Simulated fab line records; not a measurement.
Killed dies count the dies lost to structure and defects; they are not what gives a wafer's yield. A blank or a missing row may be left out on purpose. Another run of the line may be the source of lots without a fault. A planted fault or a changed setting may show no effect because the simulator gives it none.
Which tool was responsible? | flow berkeley_cmos170 | 14 lots, 42 wafers sampled, at 4 steps of a route of 331

## WHAT THE GAUGES SHOWED, per wafer
UCB170_M2_THK_MEAS_03: measures by xrf.
lot  | measured     | on            | M2_AL_THK (nm)
L402 | day 8 07:37  | film_metro-01 | 905 913 896
L410 | day 10 08:56 | film_metro-01 | 905 901 903
L412 | day 10 10:01 | film_metro-02 | 894 905 900
L414 | day 10 12:05 | film_metro-04 | 887 906 880
L417 | day 11 11:36 | film_metro-02 | 911 907 902
L416 | day 11 15:23 | film_metro-01 | 900 908 897
L419 | day 12 00:57 | film_metro-04 | 892 902 917
L420 | day 12 02:15 | film_metro-02 | 908 917 914
L418 | day 12 02:19 | film_metro-01 | 894 909 906
L421 | day 12 10:19 | film_metro-02 | 911 932 910
L424 | day 13 00:46 | film_metro-01 | 889 912 902
L425 | day 13 02:14 | film_metro-02 | 908 910 916
L423 | day 13 04:47 | film_metro-04 | 905 913 904
L422 | day 13 03:43 | film_metro-04 | 920 919 924

UCB170_V2_THK_MEAS_04.
lot  | measured     | on            | V2_POLISHED_THK (nm)
L402 | day 8 10:52  | film_metro-01 | 1000.4 1000.1 1003.3
L414 | day 10 15:49 | film_metro-01 | 998.3 999.3 1000.2
L417 | day 11 14:35 | film_metro-01 | 998.3 1001.5 999.0
L416 | day 11 18:23 | film_metro-01 | 998.7 999.4 997.8
L419 | day 12 04:23 | film_metro-04 | 1001.8 1001.6 999.8
L420 | day 12 05:41 | film_metro-04 | 996.0 999.4 997.9
L418 | day 12 05:55 | film_metro-01 | 1000.5 1002.1 1000.5
L421 | day 12 13:47 | film_metro-01 | 1002.5 1000.8 1001.0
L424 | day 13 04:26 | film_metro-04 | 998.5 1001.3 1000.1
L425 | day 13 06:15 | film_metro-03 | 999.5 999.1 999.7
L423 | day 13 09:10 | film_metro-03 | 1001.6 1002.7 1004.5
L422 | day 13 08:03 | film_metro-04 | 1001.1 1002.5 1002.3

## TOOL THAT RAN EACH LOT (tool first, then ch and the chambers of the sampled wafers, then the start)
lot  | UCB170_CONTACT_STRIP_06              | UCB170_M2_DEVELOP_14
L402 | plasma_asher-04 ch 0,1, day 7 17:49  | litho_track-03 ch 0, day 8 09:00
L410 | plasma_asher-02 ch 1, day 9 22:58    | litho_track-03, day 10 11:00
L412 | plasma_asher-02 ch 0,1, day 10 00:15 | litho_track-03, day 10 12:00
L414 | plasma_asher-03 ch 0,1, day 10 00:42 | litho_track-03 ch 0, day 10 14:00
L417 | plasma_asher-03 ch 0,1, day 11 04:02 | litho_track-03 ch 0, day 11 13:00
L416 | plasma_asher-03 ch 0,1, day 11 05:49 | litho_track-02 ch 0, day 11 17:00
L419 | plasma_asher-03 ch 0,1, day 11 16:48 | litho_track-04 ch 0, day 12 03:00
L420 | plasma_asher-02 ch 0,1, day 11 16:48 | litho_track-04 ch 0, day 12 04:00
L418 | plasma_asher-04 ch 0,1, day 11 18:03 | litho_track-02 ch 0, day 12 04:00
L421 | plasma_asher-02 ch 0,1, day 12 02:20 | litho_track-04 ch 0, day 12 12:00
L424 | plasma_asher-04 ch 0,1, day 12 16:52 | litho_track-03 ch 0, day 13 03:00
L425 | plasma_asher-03 ch 0,1, day 12 17:04 | litho_track-02 ch 0, day 13 04:00
L423 | plasma_asher-04 ch 1, day 12 18:39   | litho_track-04 ch 0, day 13 07:00
L422 | plasma_asher-04 ch 0, day 12 18:46   | litho_track-03 ch 0, day 13 06:00
- UCB170_CONTACT_STRIP_06: strips in O2.
- UCB170_M2_DEVELOP_14: develop time 45 s.

## AS READ BY THE TOOLS THEMSELVES (means over the sampled wafers that have a number; for cases with no such wafer, the mark the record gives instead)
UCB170_CONTACT_STRIP_06.
lot  | tool            | drypump_motor_current_A (A) | oes_product_au (a.u.) | strip_time_to_endpoint_s (s)
L402 | plasma_asher-04 | 6.6                         | 0.735                 | 22.03
L410 | plasma_asher-02 | 5.7                         | 0.733                 | 22.06
L412 | plasma_asher-02 | 5.4                         | 0.735                 | 22.13
L414 | plasma_asher-03 | 5.5                         | 0.734                 | 21.93
L417 | plasma_asher-03 | 5.4                         | 0.736                 | 22.06
L416 | plasma_asher-03 | 5.5                         | 0.738                 | 21.98
L419 | plasma_asher-03 | 5.5                         | 0.735                 | 21.97
L420 | plasma_asher-02 | 5.4                         | 0.734                 | 22.10
L418 | plasma_asher-04 | 6.6                         | 0.734                 | 21.96
L421 | plasma_asher-02 | 5.0                         | 0.728                 | 21.95
L424 | plasma_asher-04 | 6.6                         | 0.733                 | 21.86
L425 | plasma_asher-03 | 5.4                         | 0.738                 | 22.01
L423 | plasma_asher-04 | 6.7                         | 0.734                 | 22.05
L422 | plasma_asher-04 | 6.5                         | 0.732                 | 22.00

UCB170_M2_DEVELOP_14.
lot  | tool           | chill_plate_temp_C (C)
L402 | litho_track-03 | 23.08
L410 | litho_track-03 | -
L412 | litho_track-03 | -
L414 | litho_track-03 | 23.01
L417 | litho_track-03 | 22.90
L416 | litho_track-02 | 22.97
L419 | litho_track-04 | 23.08
L420 | litho_track-04 | 22.96
L418 | litho_track-02 | 22.97
L421 | litho_track-04 | 23.01
L424 | litho_track-03 | 23.08
L425 | litho_track-02 | 23.14
L423 | litho_track-04 | 23.03
L422 | litho_track-03 | 23.02

## THE ANSWER, worked out from the rows above alone
Rule: the lots themselves supply what counts as usual. The widest of any qualifying gaps counts: lots, ordered by their means at a reading, are off when they make up no more than a third of the lots, leave a main group of 4 or more, and stand apart from it by 3 or more times the standard deviation of that group's means. A main group is skipped when, at the precision printed for the reading in the tables above, its means are all equal. A lot without any number at a reading at which 4 lots or more have one is off too. All remaining lots with rows at the step are treated as sound. The gauges are gone through in route order, then the tools' own readings, and for those a lot's mean is taken as printed above. The first step at which some lot is off is used, and at that step the reading that is off furthest; a lot without a number counts as furthest.
Off at UCB170_M2_DEVELOP_14 (chill_plate_temp_C): L410, L412. Without a number there: L410, L412. Main group: mean 23.02 C, sd 0.064.
A tool fits if, at that step or a process step before it, it ran every lot that is off, and no sound lot after the first of them. None of those tried fits.

## WHAT THE SIMULATOR PUT IN
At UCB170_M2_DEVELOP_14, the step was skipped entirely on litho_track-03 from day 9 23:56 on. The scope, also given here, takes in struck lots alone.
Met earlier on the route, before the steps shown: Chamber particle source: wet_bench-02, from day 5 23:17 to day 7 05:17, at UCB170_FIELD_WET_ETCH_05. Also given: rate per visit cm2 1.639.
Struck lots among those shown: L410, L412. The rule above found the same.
